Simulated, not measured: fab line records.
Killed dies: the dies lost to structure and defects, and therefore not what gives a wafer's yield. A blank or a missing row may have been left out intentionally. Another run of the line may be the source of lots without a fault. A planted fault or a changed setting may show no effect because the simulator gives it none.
A lot that was struck, set against a sound lot :: flow rit_cmos :: 20 steps out of a route of 202
Sound: wafers L643.2, L643.3, L643.6. Wafers struck: L652.1, L652.2, L652.3. The cause is given at the end.
Per side, at each step with rows, come the tool, then ch with its chambers, and then its first start. Under that, the readings that differ: sound wafers :: struck wafers :: difference of the means :: sigmas: that difference in standard deviations of wafers without a fault.
alike: readings whose means differ by less than 2 such deviations, and words and numbers that are the same on both sides. not compared: withheld readings, readings that some wafer has no value for, bounds like >300 that may hide the same value, and numbers for which the record gives no deviation and whose values overlap.
Wherever a step has rows on one side only, a row that says differs or no value, or a row with sigmas, the two part there. Numbers that have no deviation but don't overlap get no sigmas and don't part them. A reading missing from all wafers of one side parts the sides only when that side holds two or more wafers.

first, 2 steps without rows for these wafers: RIT_NWELL_HARDBAKE_07 (time 120 s); RIT_NWELL_IMPLANT_08.
RIT_NWELL_STRIP_09: strips in O2, time 180 s.
  sound on plasma_asher-03 ch 0,1, day 4 23:57; struck on plasma_asher-02 ch 0,1, day 6 12:24
  alike: drypump_motor_current_A
  not compared: rf_hours_counter_h
RIT_NWELL_TW_MEAS_10:
  sound on film_metro-03 at day 5 00:08; struck on film_metro-02 at day 6 12:34
  alike: NWELL_TW
then, 6 steps without rows for these wafers: RIT_PWELL_HMDS_00 (prime time 60 s); RIT_PWELL_COAT_01 (resist thk 1300 nm); RIT_PWELL_SOFTBAKE_02 (time 60 s); RIT_PWELL_EXPOSE_03 (exposes mask M3, target cd 43700 nm); RIT_PWELL_PEB_04; RIT_PWELL_DEVELOP_05 (develop time 68 s).
RIT_PWELL_OVL_MEAS_06:
  sound on overlay-02 at day 5 01:11; struck on overlay-02 at day 6 13:38
  alike: PWELL_OVL
then, 1 step without rows for these wafers: RIT_PWELL_HARDBAKE_07 (time 120 s).
RIT_PWELL_IMPLANT_08:
  sound on implanter-03 ch 0, day 5 01:30; struck on implanter-03 ch 0, day 6 13:55
reading: dose_ions_cm2
sound: 6.995e+13 7e+13 7.003e+13
struck: 9.107e+13 9.09e+13 9.087e+13
difference: +2.095e+13
sigmas: +99 or more

reading: faraday_current_uA
sound: 209 232 217
struck: 287 291 281
difference: +67
sigmas: +14
RIT_PWELL_STRIP_09: strips in O2, time 180 s.
  sound on plasma_asher-04 ch 0,1, day 5 01:37; struck on plasma_asher-01 ch 0,1, day 6 14:04
  alike: drypump_motor_current_A
  not compared: rf_hours_counter_h
RIT_PWELL_TW_MEAS_10:
  sound on film_metro-03 at day 5 01:49; struck on film_metro-01 at day 6 14:15
reading: PWELL_TW
sound: 952 958 952
struck: 1042 1037 1036
difference: +84
sigmas: +19
then, 1 step without rows for these wafers: RIT_WELLDRIVE_ANNEAL_00 (time 14700 s).
RIT_WELLDRIVE_RS_MEAS_01: measures by four-point-probe.
  sound on film_metro-01 at day 5 06:58; struck on film_metro-01 at day 6 19:23
  alike: NWELL_RS
RIT_WELLDRIVE_RS_MEAS_02: measures by four-point-probe.
  sound on film_metro-01 at day 5 07:05; struck on film_metro-01 at day 6 19:31
reading: PWELL_RS (ohm/sq)
sound: 430.8 430.5 431.4
struck: 365.6 366.1 366.2
difference: -64.9
sigmas: -65
then, 1 step without rows for these wafers: RIT_NRETRO_HMDS_00 (prime time 60 s).
RIT_M1_PROBE_99:
  sound on prober-01 at day 6 14:01; struck on prober-02 at day 8 01:49
reading: killed_at_contacts
sound: 0 0 0
struck: 1 0 1
difference: +1
sigmas: +3

reading: model.etest.nmos_0p3.r_on_ohm_um
sound: 2125 2177 2168
struck: 2352 2350 2392
difference: +208
sigmas: 

reading: model.etest.nmos_0p15.r_on_ohm_um
sound: 1106 1148 1149
struck: 1183 1190 1203
difference: +58
sigmas: 

reading: model.etest.pwell_pinched.rs_ohm_sq
sound: 455.9 464.4 460.3
struck: 384 382.1 386.2
difference: -76
sigmas: 

reading: model.etest.pwell.rs_ohm_sq
sound: 417.3 415.6 415.5
struck: 348.2 348.3 347.6
difference: -68.1
sigmas: 

reading: model.etest.nmos_turned.drive_ua_um
sound: 324.4 320.2 324.2
struck: 273.3 273.2 275.2
difference: -49.0
sigmas: 

reading: model.etest.nmos_0p15.drive_ua_um
sound: 463.8 459.7 461
struck: 415.3 417.5 415.2
difference: -45.5
sigmas: 

reading: model.etest.nmos_narrow.drive_ua_um
sound: 222.3 217.1 223.6
struck: 192.7 187.6 188.8
difference: -31.3
sigmas: 

reading: model.etest.nmos_0p3.drive_ua_um
sound: 224.6 224.3 224.8
struck: 189.2 188.6 185.9
difference: -36.7
sigmas: 
  alike: killed_at_front_end, killed_dies, killed_open, killed_short

== WHERE THEY PART ==
Last at RIT_M1_PROBE_99 as far as this record goes, first at RIT_PWELL_IMPLANT_08.

WHY: whatever the simulator had introduced
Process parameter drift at RIT_PWELL_IMPLANT_08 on implanter-03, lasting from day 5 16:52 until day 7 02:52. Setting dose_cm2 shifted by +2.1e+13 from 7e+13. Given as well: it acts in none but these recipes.
